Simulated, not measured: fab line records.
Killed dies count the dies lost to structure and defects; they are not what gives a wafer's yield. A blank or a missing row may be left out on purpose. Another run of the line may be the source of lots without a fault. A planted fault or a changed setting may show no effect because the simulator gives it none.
A lot that was struck, set against a sound lot | flow rit cmos | 14 out of 202 route steps
Sound: the wafers L971.1, L971.3, L971.5. Wafers struck: L984.1, L984.4, L984.6. The cause is named last.
Per side, at each step with rows, come the tool, then ch with its chambers, and then its first start. Under that, the readings that differ: sound wafers | struck wafers | difference of the means | sigmas: that difference in standard deviations of wafers without a fault.
alike: same words and numbers on both sides, and readings whose means sit less than 2 such deviations apart. not compared: any withheld reading, any reading some wafer has no value for, any bound like >300 that may hide the same value, and any number with overlapping values for which the record gives no deviation.
A row with sigmas, a row that says differs or no value, or rows on one side alone: a step with any of these is where the two part. Non-overlapping numbers with no deviation appear without sigmas and do not part them. A reading that every wafer of one side lacks parts them only if that side has two wafers or more.

first, 3 steps without rows for these wafers: RIT_NSD_EXPOSE_03 (exposes mask M9, target cd 40700 nm); RIT_NSD_PEB_04; RIT_NSD_DEVELOP_05 (develop time 50 s).
RIT_NSD_OVL_MEAS_06:
  struck on overlay-01, day 6 22:55; sound on overlay-02, day 4 05:13
  reading      | sound          | struck      | difference | sigmas
  NSD_OVL (nm) | -2.2 -1.2 -1.0 | 1.0 1.6 2.1 | +3.0       | +2
then, 2 steps without rows for these wafers: RIT_NSD_HARDBAKE_07 (time 60 s); RIT_NSD_IMPLANT_08.
RIT_NSD_STRIP_09: strips in O2, time 180 s.
  sound on plasma asher-02 ch 0,1, day 4 05:32; struck on plasma asher-01 ch 0, day 6 23:14
  alike: drypump motor current A
  not compared: rf hours counter h
RIT_NSD_TW_MEAS_10:
  struck on film metro-03, day 6 23:25; sound on film metro-02, day 4 05:43
  alike: NSD_TW
then, 4 steps without rows for these wafers: RIT_PSD_HMDS_00 (prime time 60 s); RIT_PSD_COAT_01 (resist thk 1000 nm); RIT_PSD_SOFTBAKE_02 (time 60 s); RIT_PSD_EXPOSE_03 (exposes mask M10, target cd 40900 nm).
RIT_PSD_PEB_04:
  struck on litho track-03, day 7 00:10; sound on litho track-03 ch 0, day 4 06:21
  reading         | sound          | struck | difference                    | sigmas
  exhaust pa (Pa) | 43.9 44.4 44.3 | - - -  | no value on the struck wafers |
  not compared: chill plate temp C
then, 1 step without rows for these wafers: RIT_PSD_DEVELOP_05 (develop time 50 s).

## WHERE THEY PART
Last at RIT_PSD_PEB_04 as far as this record goes, first at RIT_NSD_OVL_MEAS_06.

WHY: what had been put in by the simulator
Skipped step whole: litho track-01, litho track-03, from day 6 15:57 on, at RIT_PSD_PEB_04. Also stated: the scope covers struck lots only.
